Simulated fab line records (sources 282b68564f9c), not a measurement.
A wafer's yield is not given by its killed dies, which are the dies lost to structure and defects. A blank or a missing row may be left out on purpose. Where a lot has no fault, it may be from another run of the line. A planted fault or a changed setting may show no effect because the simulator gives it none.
fab line records    flow ritCmos
[record] lots = 15  wafers = 45  lastDay = 7
route steps=202 shown GATE@84
lots untouched by any fault: they come from a run of this same line in which no faults occurred
startH: start of the lot's first displayed wafer, in hours after the record's first day    waitH: hours elapsed since this lot's preceding step    " unchanged from the row above    L1.1+2: several wafers, shown together as one row    - either no value or no given start    * or withheld: withheld    < > ~ a bound
route shown NAME@n: names a module that has steps shown in the file, with the first one's number in the route    usual: average and standard deviation across the fault-free wafers    same: alike in all rows    chamber/n: place in a boat    sites: each site's reading    _std_site: the values' standard deviation    _edge_site: the outer-site mean with the inner-site mean subtracted    radiusMm: for every site, how far away it sits from the centre of the wafer    mask NAME#n: copy n    behind: the tool/chamber that last shaped the wafer    hold: what put the lot on hold/how long, in hours/how the hold closed    device: which transistor (n, p or np) failed to switch    end of line: the route-end tests of the same wafers    step lacking rows: just its recipe    killed: dies that structure and defects cost at the first sort, which is not the same as the wafer's yield    map: a wafer's dies, x killed, . not, _ none there
set.NAME: the setting as run; set.NAME@STEP: as run at that earlier step    model.NAME: the simulator's own value behind a step, which no gauge read
a sample of lots followed through the steps of the route, with each step as a table and each wafer as a row
services: from which hour (startH, from the record's first day; less than 0 if before it) a tool's chamber was out of use, for how many hours, and why
[[steps]]
[step RIT_GATE_CVD_08]
[recipe] material = poly-Si  targetThkNm = 250  tempC = 610  precursor = SiH4  timeS = 2220  pressureMtorr = 300  sih4FlowSccm = 100
[usual] pressureMtorr = 299.9/0.52
lot.wafer  tool      chamber  startH  waitH  pressureMtorr
L418.1     lpcvd-01  1        43.50   0.1    299.6
L418.2     "         1        "       "      300.7
L418.5     "         1        "       "      301.1
L419.2     lpcvd-02  1        46.81   0.0    299.5
L419.4     "         1        "       "      299.2
L419.6     "         1        "       "      300.1
L420.1     lpcvd-01  0        51.64   0.1    300.2
L420.3     "         0        "       "      299.6
L420.6     "         0        "       "      299.6
L422.1     lpcvd-02  0        62.87   0.1    299.3
L422.2     "         0        "       "      299.8
L422.4     "         0        "       "      299.1
L425.1     lpcvd-01  0        78.79   0.1    300.2
L425.3     "         0        "       "      299.6
L425.5     "         0        "       "      299.5
L427.1     lpcvd-01  1        88.73   0.1    300.0
L427.2     "         1        "       "      299.6
L427.5     "         1        "       "      300.4
L428.1     lpcvd-02  1        92.35   0.1    299.3
L428.3     "         1        "       "      300.1
L428.6     "         1        "       "      299.4
L429.2     lpcvd-02  0        95.38   0.4    300.4
L429.3     "         0        "       "      301.5
L429.4     "         0        "       "      301.0
L430.1     lpcvd-01  1        100.60  0.1    301.3
L430.2     "         1        "       "      300.4
L430.6     "         1        "       "      300.2
L432.3     lpcvd-02  0        111.76  0.0    299.9
L432.4     "         0        "       "      300.1
L432.5     "         0        "       "      300.3
L433.3     lpcvd-01  1        117.57  0.0    300.2
L433.4     "         1        "       "      300.5
L433.5     "         1        "       "      299.7
L434.1     lpcvd-01  1        120.59  0.1    299.5
L434.3     "         1        "       "      300.2
L434.4     "         1        "       "      299.7
L435.1     lpcvd-02  0        127.60  0.1    299.7
L435.2     "         0        "       "      300.3
L435.6     "         0        "       "      300.1
L437.1     lpcvd-01  1        135.45  0.1    299.5
L437.3     "         1        "       "      299.4
L437.6     "         1        "       "      299.7
L440.2     lpcvd-02  1        150.40  0.0    300.3
L440.3     "         1        "       "      300.7
L440.5     "         1        "       "      300.6
[step RIT_GATE_THK_MEAS_09]
[recipe] reads = poly-Si_of_GATE_CVD_08
[usual] GATE_POLY_THK = 249.7/2.2
lot.wafer  tool          chamber  startH  waitH  GATE_POLY_THK[nm]
L418.1     filmMetro-02  -        45.12   0.0    251.4
L418.2     "             -        "       "      250.0
L418.5     "             -        "       "      250.9
L419.2     filmMetro-03  -        48.43   0.0    248.8
L419.4     "             -        "       "      248.9
L419.6     "             -        "       "      248.5
L420.1     filmMetro-04  -        53.26   0.0    252.1
L420.3     "             -        "       "      252.2
L420.6     "             -        "       "      250.7
L422.1     filmMetro-03  -        64.49   0.0    249.5
L422.2     "             -        "       "      250.2
L422.4     "             -        "       "      248.2
L425.1     filmMetro-03  -        80.40   0.0    252.0
L425.3     "             -        "       "      248.2
L425.5     "             -        "       "      250.2
L427.1     filmMetro-02  -        90.35   0.0    253.9
L427.2     "             -        "       "      252.8
L427.5     "             -        "       "      251.9
L428.1     filmMetro-04  -        93.96   0.0    249.4
L428.3     "             -        "       "      251.0
L428.6     "             -        "       "      250.7
L429.2     filmMetro-03  -        97.01   0.0    252.6
L429.3     "             -        "       "      251.5
L429.4     "             -        "       "      252.1
L430.1     filmMetro-03  -        102.22  0.0    247.7
L430.2     "             -        "       "      249.5
L430.6     "             -        "       "      250.4
L432.3     filmMetro-03  -        113.39  0.0    247.0
L432.4     "             -        "       "      245.9
L432.5     "             -        "       "      246.3
L433.3     filmMetro-02  -        119.21  0.0    162.0
L433.4     "             -        "       "      164.3
L433.5     "             -        "       "      162.3
L434.1     filmMetro-04  -        122.20  0.0    167.2
L434.3     "             -        "       "      166.3
L434.4     "             -        "       "      165.3
L435.1     filmMetro-04  -        129.22  0.0    251.6
L435.2     "             -        "       "      254.4
L435.6     "             -        "       "      249.8
L437.1     filmMetro-03  -        137.07  0.0    164.7
L437.3     "             -        "       "      166.5
L437.6     "             -        "       "      163.5
L440.2     filmMetro-04  -        152.02  0.0    249.3
L440.3     "             -        "       "      247.6
L440.5     "             -        "       "      246.6
[step RIT_GATE_ETCH_19]
[recipe] chemistry = SF6/CHF3/O2  timeS = 165  SF6_flow_sccm = 30  CHF3_flow_sccm = 30  O2_flow_sccm = 5  target = poly-Si  pressureMtorr = 40  rfW = 160  targetDepthA = 3125  overEtchFrac = 0.25  stopOn = SiO2
[usual] drypumpMotorCurrentA = 5.8/0.64  oesProductAu = 0.858/0.011  throttleValvePct = 10.22/0.14
lot.wafer  tool      chamber  startH  waitH  drypumpMotorCurrentA  oesProductAu  rfHoursCounterH  throttleValvePct
L418.1     rieSi-02  2        46.34   0.1    6.9                   0.871         89               10.06
L418.2     "         0        "       "      5.8                   0.859         120              10.22
L418.5     "         0        "       "      5.8                   0.860         -                10.22
L419.2     rieSi-01  1        49.64   0.1    5.3                   0.855         2                10.09
L419.4     "         1        "       "      5.2                   0.856         -                10.09
L419.6     "         2        "       "      5.2                   0.866         -                10.11
L420.1     rieSi-02  1        54.65   0.1    6.4                   0.841         40               10.28
L420.3     "         2        "       "      6.9                   0.863         89               10.05
L420.6     "         1        "       "      6.4                   0.837         -                10.28
L422.1     rieSi-02  2        65.83   0.1    6.9                   0.859         90               10.06
L422.2     "         3        "       "      6.5                   0.859         15               10.51
L422.4     "         1        "       "      6.4                   0.844         40               10.29
L425.1     rieSi-01  2        81.92   0.1    5.2                   0.868         4                10.12
L425.3     "         1        "       "      5.3                   0.845         2                10.08
L425.5     "         1        "       "      5.3                   0.857         -                10.09
L427.1     rieSi-01  3        91.56   0.1    5.1                   0.874         0                10.28
L427.2     "         1        "       "      5.3                   0.858         2                10.08
L427.5     "         2        "       "      5.2                   0.863         -                10.10
L428.1     rieSi-02  3        95.31   0.1    6.5                   0.862         16               10.52
L428.3     "         2        "       "      6.9                   0.873         90               10.06
L428.6     "         0        "       "      5.8                   0.866         -                10.22
L429.2     rieSi-01  1        98.35   0.1    5.2                   0.867         2                10.09
L429.3     "         2        "       "      5.2                   0.865         4                10.10
L429.4     "         0        "       "      5.7                   0.875         133              10.30
L430.1     rieSi-02  3        103.64  0.1    6.5                   0.860         16               10.51
L430.2     "         0        "       "      5.8                   0.858         120              10.20
L430.6     "         1        "       "      6.4                   0.835         -                10.28
L432.3     rieSi-02  2        114.73  0.1    6.9                   0.859         90               10.08
L432.4     "         0        "       "      5.8                   0.852         120              10.19
L432.5     "         1        "       "      6.5                   0.829         -                10.28
L433.3     rieSi-01  0        120.53  0.1    5.7                   0.646         133              10.31
L433.4     "         1        "       "      5.3                   0.650         2                10.08
L433.5     "         0        "       "      5.7                   0.653         -                10.32
L434.1     rieSi-02  1        123.54  0.1    6.4                   0.641         40               10.28
L434.3     "         3        "       "      6.5                   0.656         16               10.53
L434.4     "         0        "       "      5.8                   0.654         120              10.22
L435.1     rieSi-01  3        130.43  0.1    5.1                   0.868         1                10.27
L435.2     "         1        "       "      5.2                   0.870         2                10.09
L435.6     "         1        "       "      5.2                   0.851         -                10.09
L437.1     rieSi-01  2        138.28  0.1    5.2                   0.660         4                10.10
L437.3     "         0        "       "      5.7                   0.655         133              10.30
L437.6     "         2        "       "      5.2                   0.647         -                10.10
L440.2     rieSi-02  3        153.35  0.1    6.5                   0.866         16               10.52
L440.3     "         2        "       "      6.9                   0.855         90               10.05
L440.5     "         2        "       "      6.9                   0.851         -                10.05
[[services]]
tool      chamber  startH  hours  kind
rieSi-01  0        19.76   15.4   repair
rieSi-01  -        26.04   0.5    repair
rieSi-01  3        39.41   -      clean
rieSi-01  3        39.41   19.1   scheduledDown
rieSi-01  3        39.41   19.1   ventCycle
lpcvd-01  -        90.50   4.3    pm
rieSi-01  0        99.75   3.5    repair
rieSi-01  0        124.61  7.4    repair
[[key]]
[firstSign] step = RIT_GATE_THK_MEAS_09  reading = GATE_POLY_THK  direction = down  sigmas = 39  usual = 249.7  struck = 164.7
[effect] step = RIT_GATE_ETCH_19  reading = oesProductAu  direction = down  sigmas = 19  usual = 0.858  struck = 0.651
metAt RIT_GATE_CVD_08
struckLots L433,L434,L437
struckWafers L433.3,L433.4,L433.5,L434.1,L434.3,L434.4,L437.1,L437.3,L437.6
testerLeftOut L433,L434,L437
[fault] kind = processParameterDrift  tool = lpcvd-01  chamber = 1  onsetH = 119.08  steps = RIT_GATE_CVD_08  channel = targetThkNm  offset = -82.5  shape = step  endH = 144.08  actsIn = theseRecipesOnly  stated = 250
// testerLeftOut: of these lots the tester's yield and bins aren't shown, on N5 and GAA mostly nor the transistor test; their killed dies are dies lost to structure and defects alone, not to doping, threshold or leakage, so they don't give the yield
